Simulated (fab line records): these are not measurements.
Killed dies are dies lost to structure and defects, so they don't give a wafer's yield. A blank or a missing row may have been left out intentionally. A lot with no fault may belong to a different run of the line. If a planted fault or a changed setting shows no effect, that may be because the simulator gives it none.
What tool caused it? + flow berkeley_cmos170 + 15 lots, 45 wafers sampled, at 4 steps of a route of 331

WHAT EACH GAUGE READ, for each wafer
UCB170_GATE_THK_MEAS_02.
| lot  | measured     | on            | GATE_OXIDE_THK (nm) |
|------|--------------|---------------|---------------------|
| L157 | day 6 01:55  | film_metro-03 | 6.28 6.39 6.41      |
| L159 | day 6 09:12  | film_metro-04 | 6.23 6.38 6.10      |
| L160 | day 6 20:32  | film_metro-02 | 6.19 6.16 6.15      |
| L162 | day 7 04:34  | film_metro-03 | 6.25 6.38 6.21      |
| L163 | day 7 18:30  | film_metro-04 | 6.13 6.05 6.16      |
| L166 | day 7 23:10  | film_metro-02 | 6.15 6.09 6.29      |
| L165 | day 7 23:10  | film_metro-04 | 6.10 6.28 6.19      |
| L167 | day 7 23:10  | film_metro-03 | 6.04 6.18 6.17      |
| L169 | day 8 12:13  | film_metro-04 | 6.08 6.08 6.06      |
| L170 | day 8 20:49  | film_metro-02 | 6.27 6.21 6.26      |
| L172 | day 9 06:03  | film_metro-03 | 5.98 5.96 6.04      |
| L173 | day 9 06:03  | film_metro-02 | 6.17 6.20 6.15      |
| L177 | day 10 04:34 | film_metro-03 | 6.12 6.13 6.15      |
| L176 | day 10 04:34 | film_metro-04 | 6.18 6.15 6.33      |
| L180 | day 10 08:23 | film_metro-04 | 6.30 6.13 6.29      |

UCB170_GATE_OVL_MEAS_13.
| lot  | measured     | on         | GATE_OVL (nm) |
|------|--------------|------------|---------------|
| L157 | day 6 10:04  | overlay-02 | 9 14 12       |
| L159 | day 6 20:38  | overlay-01 | 3 1 1         |
| L160 | day 7 07:23  | overlay-02 | -5 2 -6       |
| L162 | day 7 13:52  | overlay-02 | 2 4 3         |
| L163 | day 8 01:13  | overlay-02 | 4 -1 -1       |
| L166 | day 8 05:19  | overlay-01 | 1 2 2         |
| L165 | day 8 05:26  | overlay-02 | 7 7 7         |
| L167 | day 8 04:35  | overlay-02 | 4 -1 3        |
| L169 | day 8 19:55  | overlay-01 | 2 0 4         |
| L170 | day 9 03:03  | overlay-02 | 6 10 10       |
| L172 | day 9 12:49  | overlay-02 | 11 12 8       |
| L173 | day 9 13:02  | overlay-01 | 2 -2 5        |
| L177 | day 10 13:55 | overlay-01 | 8 7 4         |
| L176 | day 10 13:52 | overlay-02 | -5 4 -1       |
| L180 | day 10 13:38 | overlay-01 | 8 4 4         |

TOOL THAT RAN EACH LOT (tool first, then ch and the chambers of the sampled wafers, then the start)
| lot  | UCB170_PWELL_IMPLANT_15        | UCB170_PFIELD_STRIP_08              |
|------|--------------------------------|-------------------------------------|
| L157 | implanter-03 ch 0, day 2 20:49 | plasma_asher-01 ch 1, day 4 03:21   |
| L159 | implanter-03 ch 0, day 3 07:56 | plasma_asher-01 ch 0,1, day 4 18:08 |
| L160 | implanter-01 ch 0, day 3 16:47 | plasma_asher-01 ch 0,1, day 5 01:57 |
| L162 | implanter-03 ch 0, day 3 22:42 | plasma_asher-04 ch 0,1, day 5 09:10 |
| L163 | implanter-01 ch 0, day 4 12:11 | plasma_asher-04 ch 0,1, day 5 21:59 |
| L166 | implanter-04 ch 0, day 4 22:28 | plasma_asher-03 ch 0,1, day 6 11:05 |
| L165 | implanter-01 ch 0, day 4 22:34 | plasma_asher-03 ch 0,1, day 6 09:53 |
| L167 | implanter-03 ch 0, day 5 05:15 | plasma_asher-03 ch 1, day 6 10:48   |
| L169 | implanter-01 ch 0, day 5 15:03 | plasma_asher-04 ch 0,1, day 6 22:02 |
| L170 | implanter-01 ch 0, day 5 23:10 | plasma_asher-03 ch 0,1, day 7 12:38 |
| L172 | implanter-01 ch 0, day 6 11:35 | plasma_asher-01 ch 0,1, day 7 22:01 |
| L173 | implanter-01 ch 0, day 6 16:41 | plasma_asher-03 ch 0,1, day 7 22:15 |
| L177 | implanter-03 ch 0, day 7 10:13 | plasma_asher-04 ch 0,1, day 8 17:31 |
| L176 | implanter-01 ch 0, day 7 10:17 | plasma_asher-03 ch 0, day 8 17:20   |
| L180 | implanter-03 ch 0, day 7 18:14 | plasma_asher-03 ch 0,1, day 8 21:53 |
- UCB170_PWELL_IMPLANT_15
- UCB170_PFIELD_STRIP_08: strips in O2.

AS READ BY THE TOOLS THEMSELVES (means over the sampled wafers that have a number; for cases with no such wafer, the mark the record gives instead)
UCB170_PWELL_IMPLANT_15.
| lot  | tool         | beam_energy_keV | beam_on_s (s) |
|------|--------------|-----------------|---------------|
| L157 | implanter-03 | 60.004          | 9.89          |
| L159 | implanter-03 | 60.027          | 10.01         |
| L160 | implanter-01 | 60.008          | 9.96          |
| L162 | implanter-03 | 59.985          | 10.13         |
| L163 | implanter-01 | 59.989          | 9.96          |
| L166 | implanter-04 | 60.007          | 9.98          |
| L165 | implanter-01 | 59.991          | 9.97          |
| L167 | implanter-03 | 60.004          | 10.04         |
| L169 | implanter-01 | 60.001          | 9.87          |
| L170 | implanter-01 | 59.993          | 9.89          |
| L172 | implanter-01 | 61.553          | 9.90          |
| L173 | implanter-01 | 61.590          | 10.17         |
| L177 | implanter-03 | 59.991          | 10.26         |
| L176 | implanter-01 | 61.574          | 10.01         |
| L180 | implanter-03 | 60.031          | 10.04         |

UCB170_PFIELD_STRIP_08.
| lot  | tool            | chamber_pressure_mTorr (mTorr) | drypump_motor_current_A (A) | oes_product_au (a.u.) | strip_time_to_endpoint_s (s) |
|------|-----------------|--------------------------------|-----------------------------|-----------------------|------------------------------|
| L157 | plasma_asher-01 | 3503                           | 5.8                         | 0.733                 | 21.62                        |
| L159 | plasma_asher-01 | 3502                           | 6.0                         | 0.736                 | 21.50                        |
| L160 | plasma_asher-01 | 3500                           | 6.0                         | 0.736                 | 21.64                        |
| L162 | plasma_asher-04 | 3500                           | 5.4                         | 0.734                 | 21.53                        |
| L163 | plasma_asher-04 | 3501                           | 5.3                         | 0.736                 | 21.75                        |
| L166 | plasma_asher-03 | 3500                           | 6.1                         | 0.737                 | 21.59                        |
| L165 | plasma_asher-03 | 3498                           | 6.1                         | 0.730                 | 21.65                        |
| L167 | plasma_asher-03 | 3500                           | 6.1                         | 0.736                 | 21.59                        |
| L169 | plasma_asher-04 | 3500                           | 5.4                         | 0.727                 | 21.59                        |
| L170 | plasma_asher-03 | 3500                           | 6.1                         | 0.733                 | 21.61                        |
| L172 | plasma_asher-01 | 3501                           | 6.1                         | 0.736                 | 21.66                        |
| L173 | plasma_asher-03 | 3501                           | 6.1                         | 0.729                 | 21.62                        |
| L177 | plasma_asher-04 | 3500                           | 5.4                         | 0.736                 | 21.64                        |
| L176 | plasma_asher-03 | 3500                           | 6.2                         | 0.734                 | 21.60                        |
| L180 | plasma_asher-03 | 3499                           | 6.2                         | 0.733                 | 21.48                        |

THE ANSWER, worked out from the rows above alone
Rule: what is usual is taken from the lots themselves. Put in order of their means at a reading, lots are off if they are a third of the lots or fewer, leave a main group of 4 or more, and stand apart from it by a gap of 3 or more times the standard deviation of the main group's means; of several such gaps the widest counts. A main group whose means are all the same, to the digits that the tables above print for the reading, isn't used. A lot without any number at a reading at which 4 lots or more have one is off too. All remaining lots with rows at the step are treated as sound. The gauges are gone through in route order, then the tools' own readings, and for those a lot's mean is taken as printed above. At the first step where some lot is off, the reading lying furthest off is the one used; lots without a number count as furthest.
Off: L172, L173, L176, at UCB170_PWELL_IMPLANT_15 (beam_energy_keV). Mean 60.003 and standard deviation 0.014 in the main group.
If a tool, at that step or one of the process steps before it, ran each lot that is off and ran no sound lot following the first of them, it fits. One fits: UCB170_PWELL_IMPLANT_15 on implanter-01. A fault onset in the window from L170 (day 5 23:10, its last sound lot) to L172 (day 6 11:35, its first lot off) fits.
The tool's own readings at UCB170_PWELL_IMPLANT_15 bear it out: on the lots that are off they differ by more than 5 times the standard deviation of the sound lots' means. beam_energy_keV reads 61.572 there against 60.003 on the sound lots.

WHAT THE SIMULATOR PUT IN
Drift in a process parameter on implanter-01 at UCB170_PWELL_IMPLANT_15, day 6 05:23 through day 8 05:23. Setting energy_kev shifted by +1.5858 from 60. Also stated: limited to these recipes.
Lots struck among those shown: L172, L173, L176. The rule above reached the same finding.
